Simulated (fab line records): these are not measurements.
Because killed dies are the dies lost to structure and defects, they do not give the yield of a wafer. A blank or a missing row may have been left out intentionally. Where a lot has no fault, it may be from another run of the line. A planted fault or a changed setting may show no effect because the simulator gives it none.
fab line records	flow rit_cmos
record: lots: 7	wafers: 21	last_day: 6
route steps=202 shown NLDD@110 PLDD@114 SPACER@125 NSD@131 PSD@142 M1@202
lots that met no fault: taken from a fault-free run of the same line
start_h: hours from the record's opening day to when the first of the lot's shown wafers began	wait_h: time in hours since the lot's previous step	" same as the row above	L1.1+2: a row that stands for several wafers	- value missing, or start not given	* or withheld: withheld	< > ~ a bound
route shown NAME@n: a module of which the file shows steps, and the number in the route of the first	usual: mean/standard deviation of fault-free wafers	same: alike in all rows	chamber/n: place in a boat	sites: each site's reading	_std_site: standard deviation across them	_edge_site: inner sites' mean taken away from outer sites' mean	radius_mm: how far each site lies from the wafer's centre	mask NAME#n: copy n	behind: the last tool/chamber to shape the wafer	hold: why the lot was held/for how many hours/how that ended	device: whichever transistor did not switch (one of n, p or np)	end of line: at the end of the route, the tests of the same wafers	where a step has no rows: the recipe by itself	killed: dies that structure and defects cost at the first sort, which is not the same as the wafer's yield	map: a wafer's dies, x killed, . not, _ none there
set.NAME: the setting that was run; set.NAME@STEP: the one run at that earlier step	model.NAME: the simulator's own value behind a step, which no gauge read
lots at some steps of the route; a table a step, a row a wafer
services: a tool's chamber out of use, with start hour (start_h, from the record's first day; less than 0 if before it), hours out, and reason
== steps ==
step: RIT_NLDD_HARDBAKE_07
recipe: resist: NOVOLAK	temp_c: 140	time_s: 60
step: RIT_NLDD_IMPLANT_08
recipe: species: P	energy_kev: 20	dose_cm2: 5e+14	tilt_deg: 7
step: RIT_NLDD_STRIP_09
recipe: chemistry: O2	time_s: 180	resist: NOVOLAK	platen_temp_c: withheld	power_w: 500	pressure_mtorr: 4000	o2_flow_sccm: 4000
usual: chamber_pressure_mTorr: 4000/3.5	drypump_motor_current_A: 5.7/0.52	rf_refl_power_W: 6.8/1.5
lot.wafer	tool	chamber	start_h	wait_h	chamber_pressure_mTorr	drypump_motor_current_A	rf_hours_counter_h	rf_refl_power_W
L158.2	plasma_asher-03	1	46.05	0.1	3996	5.7	26	7.4
L158.4	"	0	"	"	3999	6.5	-	8.5
L158.5	"	0	"	"	3994	6.5	-	7.9
L160.1	plasma_asher-02	0	58.07	0.1	4002	5.2	43	4.5
L160.4	"	1	"	"	4002	5.1	-	5.5
L160.6	"	0	"	"	4001	5.2	-	4.5
L163.1	plasma_asher-02	1	70.71	0.1	3998	5.2	44	5.3
L163.3	"	0	"	"	4001	5.2	-	4.7
L163.4	"	1	"	"	4001	5.2	-	5.4
L164.2	plasma_asher-03	1	77.97	0.1	4001	5.7	30	7.5
L164.5	"	1	"	"	4004	5.7	-	7.5
L164.6	"	0	"	"	4001	6.5	-	8.3
L170.1	plasma_asher-03	1	107.62	0.1	4000	5.7	33	7.4
L170.4	"	1	"	"	3996	5.7	-	7.7
L170.6	"	1	"	"	4001	5.7	-	7.4
L171.3	plasma_asher-02	1	111.57	0.1	4002	5.2	-	5.5
L171.4	"	0	"	"	4000	5.2	-	4.3
L171.6	"	0	"	"	4003	5.2	-	4.5
L173.1	plasma_asher-02	0	124.33	0.1	4002	5.2	51	4.5
L173.2	"	1	"	"	3995	5.2	51	5.4
L173.6	"	1	"	"	3995	5.2	-	5.5
step: RIT_NLDD_TW_MEAS_10
usual: NLDD_TW: 2478/14
lot.wafer	tool	chamber	start_h	wait_h	NLDD_TW
L158.2	film_metro-01	-	46.24	0.1	2459
L158.4	"	-	"	"	2468
L158.5	"	-	"	"	2465
L160.1	film_metro-01	-	58.24	0.1	2460
L160.4	"	-	"	"	2471
L160.6	"	-	"	"	2462
L163.1	film_metro-02	-	70.89	0.1	2478
L163.3	"	-	"	"	2498
L163.4	"	-	"	"	2483
L164.2	film_metro-02	-	78.15	0.1	2485
L164.5	"	-	"	"	2487
L164.6	"	-	"	"	2489
L170.1	film_metro-02	-	107.80	0.1	2486
L170.4	"	-	"	"	2498
L170.6	"	-	"	"	2479
L171.3	film_metro-01	-	111.71	0.1	2467
L171.4	"	-	"	"	2463
L171.6	"	-	"	"	2484
L173.1	film_metro-03	-	124.50	0.1	2464
L173.2	"	-	"	"	2475
L173.6	"	-	"	"	2469
step: RIT_PLDD_HMDS_00
recipe: prime_time_s: 60	prime_temp_c: 140
step: RIT_PLDD_COAT_01
recipe: resist: NOVOLAK	spin_rpm: 3250	resist_thk_nm: 1000
step: RIT_PLDD_SOFTBAKE_02
recipe: resist: NOVOLAK	temp_c: 90	time_s: 60
step: RIT_PLDD_EXPOSE_03
recipe: mask_id: M8	na: 0.57	target_cd_nm: 40900	dose_mj: 250
step: RIT_PLDD_PEB_04
recipe: resist: NOVOLAK	temp_c: withheld	time_s: withheld
step: RIT_PLDD_DEVELOP_05
recipe: resist: NOVOLAK	develop_time_s: 50	dev_temp_c: 23
step: RIT_PLDD_OVL_MEAS_06
usual: PLDD_OVL: 0.0/1.4
lot.wafer	tool	chamber	start_h	wait_h	PLDD_OVL[nm]
L158.2	overlay-01	-	47.43	-	0.7
L158.4	"	-	"	"	0.7
L158.5	"	-	"	"	1.2
L160.1	overlay-01	-	59.15	-	1.4
L160.4	"	-	"	"	-0.2
L160.6	"	-	"	"	-0.7
L163.1	overlay-02	-	71.80	-	0.1
L163.3	"	-	"	"	-0.7
L163.4	"	-	"	"	-0.4
L164.2	overlay-01	-	79.06	-	1.8
L164.5	"	-	"	"	2.1
L164.6	"	-	"	"	1.2
L170.1	overlay-02	-	108.83	-	-1.7
L170.4	"	-	"	"	-0.8
L170.6	"	-	"	"	-1.2
L171.3	overlay-01	-	112.73	-	1.1
L171.4	"	-	"	"	2.8
L171.6	"	-	"	"	0.9
L173.1	overlay-01	-	125.41	-	-1.4
L173.2	"	-	"	"	0.0
L173.6	"	-	"	"	0.3
step: RIT_PLDD_HARDBAKE_07
recipe: resist: NOVOLAK	temp_c: 140	time_s: 60
step: RIT_PLDD_IMPLANT_08
recipe: species: BF2	energy_kev: 20	dose_cm2: 9.189e+14	tilt_deg: 7
same: implant_ion_amu: 49
lot.wafer	tool	chamber	start_h	wait_h
L158.2+4+5	implanter-02	0	47.64	0.1
L160.1+4+6	implanter-03	0	59.34	0.1
L163.1+3+4	implanter-02	0	72.03	0.1
L164.2+5+6	implanter-03	0	79.26	0.1
L170.1+4+6	implanter-02	0	109.02	0.1
L170.1+4+6	implanter-02	0	109.33	0.3
L171.3+4+6	implanter-03	0	112.96	0.1
L171.3+4+6	implanter-03	0	113.27	0.3
L173.1+2+6	implanter-03	0	125.60	0.1
L173.1+2+6	implanter-03	0	125.92	0.3
step: RIT_PLDD_STRIP_09
recipe: chemistry: O2	time_s: 180	resist: NOVOLAK	platen_temp_c: withheld	power_w: 500	pressure_mtorr: 4000	o2_flow_sccm: 4000
usual: chamber_pressure_mTorr: 4000/3.3	drypump_motor_current_A: 5.5/0.49	rf_refl_power_W: 6.7/1.7
lot.wafer	tool	chamber	start_h	wait_h	chamber_pressure_mTorr	drypump_motor_current_A	rf_hours_counter_h	rf_refl_power_W
L158.2	plasma_asher-01	0	47.76	0.1	3997	5.3	35	6.8
L158.4	"	0	"	"	3998	5.3	-	6.8
L158.5	"	1	"	"	4004	5.2	-	9.3
L160.1	plasma_asher-03	0	59.49	0.1	3990	6.6	27	8.4
L160.4	"	0	"	"	3999	6.5	-	8.7
L160.6	"	0	"	"	3995	6.5	-	8.3
L163.1	plasma_asher-02	0	72.18	0.1	3998	5.2	45	4.5
L163.3	"	1	"	"	4004	5.2	-	5.5
L163.4	"	0	"	"	3999	5.2	-	4.6
L164.2	plasma_asher-03	0	79.39	0.1	4004	6.5	30	7.9
L164.5	"	1	"	"	3995	5.7	-	7.6
L164.6	"	0	"	"	4003	6.5	-	8.7
L170.1	plasma_asher-03	1	109.48	0.1	3998	5.7	33	7.5
L170.4	"	1	"	"	4002	5.7	-	7.9
L170.6	"	0	"	"	4001	6.5	-	7.9
L171.3	plasma_asher-02	1	113.43	0.1	3999	5.1	-	5.6
L171.4	"	0	"	"	4001	5.2	-	4.6
L171.6	"	1	"	"	3999	5.1	-	5.5
L173.1	plasma_asher-03	1	126.07	0.1	3989	5.7	35	7.5
L173.2	"	0	"	"	4000	6.5	35	8.0
L173.6	"	1	"	"	4003	5.7	-	7.7
step: RIT_PLDD_TW_MEAS_10
usual: PLDD_TW: 2345/14
lot.wafer	tool	chamber	start_h	wait_h	PLDD_TW
L158.2	film_metro-01	-	47.95	0.1	2332
L158.4	"	-	"	"	2334
L158.5	"	-	"	"	2329
L160.1	film_metro-02	-	59.66	0.1	2353
L160.4	"	-	"	"	2362
L160.6	"	-	"	"	2357
L163.1	film_metro-02	-	72.35	0.1	2367
L163.3	"	-	"	"	2375
L163.4	"	-	"	"	2353
L164.2	film_metro-02	-	79.57	0.1	2368
L164.5	"	-	"	"	2358
L164.6	"	-	"	"	2348
L170.1	film_metro-01	-	109.66	0.1	2736
L170.4	"	-	"	"	2725
L170.6	"	-	"	"	2747
L171.3	film_metro-01	-	113.65	0.2	2735
L171.4	"	-	"	"	2733
L171.6	"	-	"	"	2731
L173.1	film_metro-02	-	126.24	0.1	2776
L173.2	"	-	"	"	2773
L173.6	"	-	"	"	2771
step: RIT_SPACER_CLEAN_00
recipe: chemistry: SC1	mix: 3:3:50	time_s: 600	temp_c: 75
step: RIT_SPACER_CLEAN_01
recipe: chemistry: dHF	dilution: 50:1	time_s: 30
step: RIT_SPACER_CLEAN_02
recipe: chemistry: SC2	mix: 3:3:50	time_s: 600	temp_c: 75	dry: n2_spin
step: RIT_SPACER_CVD_03
recipe: material: Si3N4	target_thk_nm: 250	temp_c: 810	precursor: SiH2Cl2/NH3	time_s: 3300	pressure_mtorr: 300	sih2cl2_flow_sccm: 60	nh3_flow_sccm: 150
step: RIT_SPACER_THK_MEAS_04
recipe: reads: Si3N4_of_SPACER_CVD_03
usual: SPACER_NITRIDE_THK: 249.1/2
lot.wafer	tool	chamber	start_h	wait_h	SPACER_NITRIDE_THK[nm]
L158.2	film_metro-04	-	50.29	0.0	248.2
L158.4	"	-	"	"	249.6
L158.5	"	-	"	"	251.2
L160.1	film_metro-04	-	62.40	0.0	249.2
L160.4	"	-	"	"	250.0
L160.6	"	-	"	"	247.9
L163.1	film_metro-04	-	74.87	0.0	249.5
L163.3	"	-	"	"	250.8
L163.4	"	-	"	"	249.3
L164.2	film_metro-02	-	81.91	0.0	250.2
L164.5	"	-	"	"	248.6
L164.6	"	-	"	"	248.3
L170.1	film_metro-03	-	113.56	0.0	246.7
L170.4	"	-	"	"	247.9
L170.6	"	-	"	"	246.2
L171.3	film_metro-03	-	116.92	0.0	248.7
L171.4	"	-	"	"	248.8
L171.6	"	-	"	"	248.1
L173.1	film_metro-02	-	130.89	0.0	247.7
L173.2	"	-	"	"	251.5
L173.6	"	-	"	"	250.7
step: RIT_SPACER_ETCHBACK_05
recipe: target_depth_a: 2500	SF6_flow_sccm: 30	CHF3_flow_sccm: 30	target: Si3N4	chemistry: SF6/CHF3	pressure_mtorr: 40	rf_w: 250	time_s: 240	stop_on: SiO2
usual: chamber_pressure_mTorr: 40.00/0.039	drypump_motor_current_A: 5.8/0.39	oes_product_au: 0.842/0.015	rf_fwd_power_W: 249.4/0.79	throttle_valve_pct: 10.24/0.13
lot.wafer	tool	chamber	start_h	wait_h	chamber_pressure_mTorr	drypump_motor_current_A	oes_product_au	rf_fwd_power_W	rf_hours_counter_h	throttle_valve_pct
L158.2	rie_diel-01	0	50.34	0.0	40.01	5.8	0.816	250.2	106	10.02
L158.4	"	1	"	"	39.99	5.9	0.862	249.1	97	10.23
L158.5	"	3	"	"	39.92	4.9	0.857	249.4	-	10.33
L160.1	rie_diel-01	2	62.46	0.1	40.04	5.8	0.841	249.7	29	10.37
L160.4	"	1	"	"	40.02	5.9	0.866	249.2	97	10.23
L160.6	"	0	"	"	39.93	5.8	0.830	248.2	-	10.02
L163.1	rie_diel-01	0	74.93	0.1	39.98	5.8	0.822	249.3	107	10.02
L163.3	"	2	"	"	39.97	5.8	0.851	249.7	29	10.37
L163.4	"	1	"	"	39.98	6.0	0.854	250.4	98	10.25
L164.2	rie_diel-03	3	81.96	0.0	40.04	5.9	0.855	248.9	1	10.17
L164.5	"	1	"	"	40.04	5.5	0.851	248.5	-	10.50
L164.6	"	0	"	"	39.98	5.8	0.838	250.1	-	9.99
L170.1	rie_diel-03	3	113.62	0.1	40.01	5.9	0.850	248.2	2	10.16
L170.4	"	2	"	"	40.02	5.9	0.849	249.9	60	10.41
L170.6	"	3	"	"	39.98	5.9	0.854	248.3	-	10.16
L171.3	rie_diel-03	3	116.96	0.0	40.09	5.9	0.851	249.4	2	10.17
L171.4	"	0	"	"	39.98	5.8	0.831	248.6	32	10.00
L171.6	"	2	"	"	39.99	5.9	0.846	248.7	-	10.40
L173.1	rie_diel-03	0	130.95	0.1	39.93	5.8	0.828	248.5	32	10.00
L173.2	"	2	"	"	40.03	5.9	0.852	248.9	61	10.40
L173.6	"	3	"	"	39.93	5.9	0.860	250.1	-	10.17
step: RIT_NSD_HMDS_00
recipe: prime_time_s: 60	prime_temp_c: 140
step: RIT_NSD_COAT_01
recipe: resist: NOVOLAK	spin_rpm: 3250	resist_thk_nm: 1000
step: RIT_NSD_SOFTBAKE_02
recipe: resist: NOVOLAK	temp_c: 90	time_s: 60
step: RIT_NSD_EXPOSE_03
recipe: mask_id: M9	na: 0.57	target_cd_nm: 40700	dose_mj: 250
step: RIT_NSD_PEB_04
recipe: resist: NOVOLAK	temp_c: withheld	time_s: withheld
step: RIT_NSD_DEVELOP_05
recipe: resist: NOVOLAK	develop_time_s: 50	dev_temp_c: 23
step: RIT_NSD_OVL_MEAS_06
usual: NSD_OVL: -0.7/1.2
lot.wafer	tool	chamber	start_h	wait_h	NSD_OVL[nm]
L158.2	overlay-02	-	51.60	-	0.1
L158.4	"	-	"	"	0.7
L158.5	"	-	"	"	0.3
L160.1	overlay-01	-	63.46	-	-1.4
L160.4	"	-	"	"	-1.2
L160.6	"	-	"	"	-1.5
L163.1	overlay-01	-	75.93	-	-0.5
L163.3	"	-	"	"	-0.4
L163.4	"	-	"	"	-0.7
L164.2	overlay-02	-	83.13	-	-1.6
L164.5	"	-	"	"	-1.3
L164.6	"	-	"	"	-2.3
L170.1	overlay-02	-	114.62	-	-0.2
L170.4	"	-	"	"	-0.9
L170.6	"	-	"	"	-2.2
L171.3	overlay-01	-	117.97	-	1.2
L171.4	"	-	"	"	0.5
L171.6	"	-	"	"	0.7
L173.1	overlay-02	-	132.07	-	0.6
L173.2	"	-	"	"	-0.1
L173.6	"	-	"	"	-0.8
step: RIT_NSD_HARDBAKE_07
recipe: resist: NOVOLAK	temp_c: 140	time_s: 60
step: RIT_NSD_IMPLANT_08
recipe: species: P	energy_kev: 25	dose_cm2: 1e+15	tilt_deg: 7
step: RIT_NSD_STRIP_09
recipe: chemistry: O2	time_s: 180	resist: NOVOLAK	platen_temp_c: withheld	power_w: 500	pressure_mtorr: 4000	o2_flow_sccm: 4000
usual: chamber_pressure_mTorr: 4000/3.5	drypump_motor_current_A: 5.30/0.27	rf_refl_power_W: 6.9/1.8
lot.wafer	tool	chamber	start_h	wait_h	chamber_pressure_mTorr	drypump_motor_current_A	rf_hours_counter_h	rf_refl_power_W
L158.2	plasma_asher-02	0	51.93	0.1	4001	5.22	42	4.5
L158.4	"	0	"	"	4000	5.23	-	4.8
L158.5	"	0	"	"	3999	5.21	-	4.1
L160.1	plasma_asher-01	0	63.80	0.1	3997	5.27	37	6.6
L160.4	"	1	"	"	4003	5.19	-	9.4
L160.6	"	1	"	"	4001	5.21	-	9.5
L163.1	plasma_asher-01	1	76.27	0.1	3996	5.18	38	9.4
L163.3	"	1	"	"	3994	5.18	-	9.7
L163.4	"	0	"	"	3997	5.29	-	6.6
L164.2	plasma_asher-01	1	83.46	0.1	3996	5.20	39	9.3
L164.5	"	0	"	"	4002	5.28	-	6.5
L164.6	"	1	"	"	4005	5.20	-	9.9
L170.1	plasma_asher-02	1	114.96	0.1	4005	5.18	49	5.5
L170.4	"	0	"	"	3999	5.22	-	4.9
L170.6	"	0	"	"	3990	5.21	-	4.4
L171.3	plasma_asher-01	1	118.35	0.1	4004	5.19	-	9.7
L171.4	"	0	"	"	4000	5.29	-	6.6
L171.6	"	0	"	"	4002	5.30	-	6.6
L173.1	plasma_asher-01	1	132.41	0.1	3996	5.18	1	9.7
L173.2	"	0	"	"	3994	5.28	1	6.8
L173.6	"	0	"	"	3998	5.26	-	6.8
step: RIT_NSD_TW_MEAS_10
usual: NSD_TW: 3104/17
lot.wafer	tool	chamber	start_h	wait_h	NSD_TW
L158.2	film_metro-02	-	52.11	0.1	3124
L158.4	"	-	"	"	3111
L158.5	"	-	"	"	3127
L160.1	film_metro-03	-	63.97	0.1	3099
L160.4	"	-	"	"	3112
L160.6	"	-	"	"	3089
L163.1	film_metro-02	-	76.44	0.1	3121
L163.3	"	-	"	"	3136
L163.4	"	-	"	"	3110
L164.2	film_metro-01	-	83.65	0.1	3104
L164.5	"	-	"	"	3125
L164.6	"	-	"	"	3111
L170.1	film_metro-01	-	115.13	0.1	3104
L170.4	"	-	"	"	3085
L170.6	"	-	"	"	3085
L171.3	film_metro-01	-	118.49	0.1	3078
L171.4	"	-	"	"	3088
L171.6	"	-	"	"	3093
L173.1	film_metro-01	-	132.59	0.1	3089
L173.2	"	-	"	"	3100
L173.6	"	-	"	"	3098
step: RIT_PSD_HMDS_00
recipe: prime_time_s: 60	prime_temp_c: 140.9
step: RIT_PSD_COAT_01
recipe: resist: NOVOLAK	spin_rpm: 3250	resist_thk_nm: 1000
step: RIT_PSD_SOFTBAKE_02
recipe: resist: NOVOLAK	temp_c: 90	time_s: 60
step: RIT_PSD_EXPOSE_03
recipe: mask_id: M10	na: 0.57	target_cd_nm: 40900	dose_mj: 250
step: RIT_PSD_PEB_04
recipe: resist: NOVOLAK	temp_c: withheld	time_s: withheld
step: RIT_PSD_DEVELOP_05
recipe: resist: NOVOLAK	develop_time_s: 50	dev_temp_c: 23
step: RIT_PSD_OVL_MEAS_06
usual: PSD_OVL: 0.5/1.4
lot.wafer	tool	chamber	start_h	wait_h	PSD_OVL[nm]
L158.2	overlay-01	-	53.15	-	1.5
L158.4	"	-	"	"	-1.7
L158.5	"	-	"	"	0.4
L160.1	overlay-01	-	65.10	-	1.1
L160.4	"	-	"	"	1.3
L160.6	"	-	"	"	1.9
L163.1	overlay-02	-	77.38	-	2.0
L163.3	"	-	"	"	0.8
L163.4	"	-	"	"	-0.3
L164.2	overlay-02	-	84.55	-	-0.4
L164.5	"	-	"	"	0.5
L164.6	"	-	"	"	0.4
L170.1	overlay-02	-	116.17	-	1.0
L170.4	"	-	"	"	1.8
L170.6	"	-	"	"	1.8
L171.3	overlay-02	-	119.39	-	0.4
L171.4	"	-	"	"	0.3
L171.6	"	-	"	"	1.7
L173.1	overlay-02	-	133.62	-	-1.8
L173.2	"	-	"	"	-1.2
L173.6	"	-	"	"	-1.8
step: RIT_PSD_HARDBAKE_07
recipe: resist: NOVOLAK	temp_c: 140	time_s: 60
step: RIT_PSD_IMPLANT_08
recipe: species: BF2	energy_kev: 27	dose_cm2: 5e+15	tilt_deg: 7
step: RIT_PSD_STRIP_09
recipe: chemistry: O2	time_s: 180	resist: NOVOLAK	platen_temp_c: withheld	power_w: 500	pressure_mtorr: 4000	o2_flow_sccm: 4000
usual: chamber_pressure_mTorr: 4000/4.1	drypump_motor_current_A: 5.8/0.51	rf_refl_power_W: 7.9/0.89
lot.wafer	tool	chamber	start_h	wait_h	chamber_pressure_mTorr	drypump_motor_current_A	rf_hours_counter_h	rf_refl_power_W
L158.2	plasma_asher-01	0	53.48	0.1	3990	5.3	36	6.7
L158.4	"	0	"	"	3999	5.3	-	6.5
L158.5	"	1	"	"	4004	5.2	-	9.5
L160.1	plasma_asher-01	0	65.44	0.1	3994	5.3	37	6.6
L160.4	"	1	"	"	4005	5.2	-	9.5
L160.6	"	0	"	"	4005	5.3	-	6.6
L163.1	plasma_asher-04	0	77.80	0.1	3992	5.6	44	8.1
L163.3	"	1	"	"	4000	6.3	-	7.7
L163.4	"	0	"	"	4006	5.6	-	8.1
L164.2	plasma_asher-01	0	84.88	0.1	3999	5.3	40	6.7
L164.5	"	0	"	"	4003	5.3	-	6.6
L164.6	"	1	"	"	4001	5.2	-	9.3
L170.1	plasma_asher-03	0	116.51	0.1	4003	6.5	34	7.8
L170.4	"	1	"	"	4005	5.7	-	7.4
L170.6	"	1	"	"	4000	5.7	-	7.6
L171.3	plasma_asher-01	1	119.77	0.1	3999	5.2	-	9.7
L171.4	"	0	"	"	3999	5.3	-	6.5
L171.6	"	0	"	"	4004	5.3	-	6.7
L173.1	plasma_asher-03	0	133.96	0.1	3998	6.5	36	8.1
L173.2	"	1	"	"	4003	5.7	36	7.4
L173.6	"	0	"	"	3995	6.5	-	7.7
step: RIT_SDANNEAL_RS_MEAS_06
recipe: thk_meas_gauge: four-point-probe
usual: PLDD_RS: 176.9/0.5
lot.wafer	tool	chamber	start_h	wait_h	PLDD_RS[ohm/sq]
L158.2	film_metro-02	-	54.43	0.1	177.2
L158.4	"	-	"	"	176.6
L158.5	"	-	"	"	177.0
L160.1	film_metro-02	-	66.37	0.1	177.5
L160.4	"	-	"	"	177.3
L160.6	"	-	"	"	177.2
L163.1	film_metro-02	-	78.72	0.1	176.3
L163.3	"	-	"	"	176.5
L163.4	"	-	"	"	176.8
L164.2	film_metro-02	-	85.80	0.1	177.2
L164.5	"	-	"	"	177.4
L164.6	"	-	"	"	177.5
L170.1	film_metro-02	-	117.44	0.1	151.0
L170.4	"	-	"	"	150.4
L170.6	"	-	"	"	150.9
L171.3	film_metro-02	-	120.65	0.1	150.9
L171.4	"	-	"	"	151.3
L171.6	"	-	"	"	151.2
L173.1	film_metro-02	-	134.86	0.1	151.2
L173.2	"	-	"	"	150.7
L173.6	"	-	"	"	150.7
step: RIT_M1_PROBE_99
usual: killed_at_contacts: 0.1/0.31	killed_at_front_end: 6.3/3	killed_dies: 6.4/3	killed_open: 3/1.9	killed_short: 3.4/1.9
same: gross_dies: 264	killed_at_M0_to_M3: 0	killed_at_M4_up: 0	killed_at_back_side: 0	killed_at_other: 0
lot.wafer	tool	chamber	start_h	wait_h	killed_at_contacts	killed_at_front_end	killed_dies	killed_open	killed_short
L173.1	prober-01	-	142.29	0.1	0	7	7	2	5
L173.2	prober-01	-	142.34	0.1	0	6	6	4	2
L173.6	prober-01	-	142.54	0.2	0	8	8	6	2
killed by level:class
L173.1 REOX:geometric_particle:short=2 REOX:geometric_particle:open=2 FOX1:geometric_particle:short=1 GATE:geometric_particle:short=1 SILICIDE:geometric_particle:short=1
L173.2 GATE:geometric_particle:open=3 REOX:geometric_particle:short=2 REOX:geometric_particle:open=1
L173.6 FOX1:geometric_particle:open=2 FOX2:geometric_particle:open=2 FOX2:geometric_particle:short=1 GATE:geometric_particle:short=1 GATE:geometric_particle:open=1 SPACER:geometric_particle:open=1
== services ==
tool	chamber	start_h	hours	kind
plasma_asher-02	-	23.58	2.8	pm
rie_diel-03	0	25.37	1.5	repair
implanter-02	-	25.65	5.0	repair
plasma_asher-04	-	57.82	14.6	pm
plasma_asher-04	-	74.78	2.2	repair
plasma_asher-02	-	77.73	3.1	repair
rie_diel-01	2	82.59	5.1	repair
implanter-02	-	89.52	1.8	repair
implanter-03	-	97.79	1.2	repair
plasma_asher-01	-	98.54	2.8	pm
plasma_asher-01	-	108.75	9.0	pm
plasma_asher-01	0	108.75	9.5	vent_cycle
plasma_asher-01	1	108.75	9.5	vent_cycle
plasma_asher-01	-	109.09	9.1	repair
plasma_asher-04	-	114.19	2.8	repair
plasma_asher-01	0	117.75	-	clean
plasma_asher-01	1	117.75	-	clean
rie_diel-03	1	118.47	9.9	repair
rie_diel-03	0	125.87	4.4	repair
plasma_asher-04	-	129.31	4.3	pm
implanter-02	-	133.10	3.3	repair
== key ==
first_sign: step: RIT_PLDD_IMPLANT_08	reading: visit	direction: added
effect: step: RIT_PLDD_TW_MEAS_10	reading: PLDD_TW	direction: up	sigmas: 30	usual: 2345	struck: 2747
effect: step: RIT_SDANNEAL_RS_MEAS_06	reading: PLDD_RS	direction: down	sigmas: 52	usual: 176.9	struck: 150.9
met_at RIT_PLDD_IMPLANT_08
struck_wafers L170.1,L170.4,L170.6,L171.3,L171.4,L171.6,L173.1,L173.2,L173.6
tester_left_out L170,L171,L173
fault: kind: repeated_step_whole	tool: implanter-02,implanter-03,implanter-04	chamber: -	onset_h: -	steps: RIT_PLDD_IMPLANT_08	times: 1	scope: struck_lots_only
tester_left_out: of these lots the tester's yield and bins aren't shown, on N5 and GAA mostly nor the transistor test; their killed dies are dies lost to structure and defects alone, not to doping, threshold or leakage, so they don't give the yield
